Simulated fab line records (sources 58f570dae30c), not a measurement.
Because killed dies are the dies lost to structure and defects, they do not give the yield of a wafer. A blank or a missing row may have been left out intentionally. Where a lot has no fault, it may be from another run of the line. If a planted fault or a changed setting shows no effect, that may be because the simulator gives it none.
Matching of chambers | flow berkeley-cmos170 | 4 sister chambers for UCB170_M3_ETCH_17 on rie-diel-02
The step etches BARC in N2/H2. 18 wafers are shown with their chamber, then 9 later ones without.

WAFERS, EACH WITH ITS CHAMBER
wafer  | chamber | throttle-valve-pct (%) | oes-product-au (a.u.)
L456.2 | 1       | 13.05                  | 0.985
L456.4 | 0       | 13.54                  | 1.020
L456.5 | 2       | 13.70                  | 1.029
L457.1 | 0       | 13.53                  | 1.014
L457.2 | 3       | 13.81                  | 1.033
L457.3 | 2       | 13.69                  | 1.024
L459.3 | 2       | 13.71                  | 1.035
L459.4 | 0       | 13.54                  | 1.028
L459.5 | 3       | 13.82                  | 1.046
L462.2 | 3       | 13.80                  | 1.026
L462.4 | 1       | 13.03                  | 0.998
L462.5 | 3       | 13.82                  | 1.039
L464.1 | 0       | 13.52                  | 1.031
L464.3 | 1       | 13.03                  | 1.000
L464.5 | 0       | 13.54                  | 1.025
L465.1 | 2       | 13.70                  | 1.028
L465.2 | 3       | 13.81                  | 1.029
L465.6 | 0       | 13.55                  | 1.021

SIGNATURES, as means of the wafers listed above
reading            | chamber 0 | chamber 1 | chamber 2 | chamber 3 | scatter within a chamber
throttle-valve-pct | 13.5367   | 13.0367   | 13.7000   | 13.8120   | 0.00956
oes-product-au     | 1.02317   | 0.99433   | 1.02900   | 1.03460   | 0.00675
Rule: for each reading, subtract the chamber's mean from the wafer's reading, divide by that reading's scatter and square the result; add these up over the readings and take the root, which gives the wafer's distance from the chamber. If the next closest chamber is less than 2 further off than the closest, the wafer can't be placed; otherwise it belongs to the closest. The scatter: the root of (the sum of the squares of (reading less its chamber's mean) over the shown wafers, divided by (wafers less chambers)).

WAFERS WITH NO CHAMBER GIVEN
wafer  | throttle-valve-pct (%) | oes-product-au (a.u.)
L467.1 | 13.81                  | 1.034
L467.3 | 13.04                  | 0.989
L467.5 | 13.53                  | 1.031
L472.3 | 13.05                  | 0.990
L472.5 | 13.03                  | 0.992
L472.6 | 13.70                  | 1.042
L474.1 | 13.05                  | 0.977
L474.4 | 13.70                  | 1.039
L474.5 | 13.81                  | 1.025

WHICH CHAMBER EACH WENT THROUGH
wafer  | from the rows above | in truth
L467.1 | 3                   | 3
L467.3 | 1                   | 1
L467.5 | 0                   | 0
L472.3 | 1                   | 1
L472.5 | 1                   | 1
L472.6 | 2                   | 2
L474.1 | 1                   | 1
L474.4 | 2                   | 2
L474.5 | 3                   | 3
9 of 9 placed correctly. Can't be placed from these rows: 0. Number placed wrongly: 0.
